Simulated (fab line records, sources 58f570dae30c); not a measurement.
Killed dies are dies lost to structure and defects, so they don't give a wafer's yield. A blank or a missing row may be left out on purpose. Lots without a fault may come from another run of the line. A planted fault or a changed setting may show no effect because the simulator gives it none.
Chamber matching | flow berkeley_cmos170 | UCB170_V2_CVD_00 on pecvd-01: 3 sister chambers
The step deposits SiO2 from TEOS/O2, target thk 2000 nm, time 250 s. 14 wafers are shown with their chamber, then 7 later ones without.

WAFERS WITH THEIR CHAMBER
wafer  | chamber | heater_power_w (W) | rf_fwd_power_W (W)
L242.2 | 1       | 342                | 550.9
L242.3 | 1       | 258                | 548.6
L242.5 | 2       | 245                | 548.7
L244.2 | 1       | 338                | 549.7
L244.5 | 1       | 334                | 549.7
L244.6 | 2       | 250                | 548.9
L246.1 | 1       | 288                | 551.0
L246.4 | 0       | 317                | 548.1
L246.5 | 1       | 358                | 552.1
L250.1 | 2       | 239                | 549.3
L250.4 | 1       | 261                | 548.8
L250.6 | 0       | 300                | 547.0
L255.1 | 0       | 298                | 547.0
L255.2 | 1       | 343                | 550.6

SIGNATURES (means of the wafers above)
reading        | chamber 0 | chamber 1 | chamber 2 | scatter within a chamber
heater_power_w | 305.00    | 315.25    | 244.67    | 32.2
rf_fwd_power_W | 547.367   | 550.175   | 548.967   | 0.996
Rule: a wafer's distance from a chamber is the root of the sum, over the readings, of the square of ((its reading less the chamber's mean) divided by the reading's scatter). The wafer belongs to the nearest chamber; if the next one is less than 2 further off, it can't be placed. The scatter: the root of (the sum of the squares of (reading less its chamber's mean) over the shown wafers, divided by (wafers less chambers)).

WAFERS WITHOUT THEIR CHAMBER
wafer  | heater_power_w (W) | rf_fwd_power_W (W)
L255.6 | 221                | 547.1
L257.2 | 261                | 547.0
L257.5 | 263                | 548.5
L257.6 | 177                | 548.1
L260.1 | 331                | 549.5
L260.2 | 205                | 547.4
L260.5 | 254                | 549.2

WHICH CHAMBER EACH WENT THROUGH
wafer  | from the rows above          | in truth
L255.6 | can't be placed: 2 or 0      | 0
L257.2 | can't be placed: 0 or 2      | 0
L257.5 | can't be placed: 2 or 0 or 1 | 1
L257.6 | can't be placed: 2 or 0      | 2
L260.1 | can't be placed: 1 or 0 or 2 | 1
L260.2 | can't be placed: 2 or 0      | 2
L260.5 | can't be placed: 2 or 1      | 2
Placed correctly: 0 of 7. Can't be placed from these rows: 7 (the true chamber is among the candidates in 7). Placed wrongly: 0.
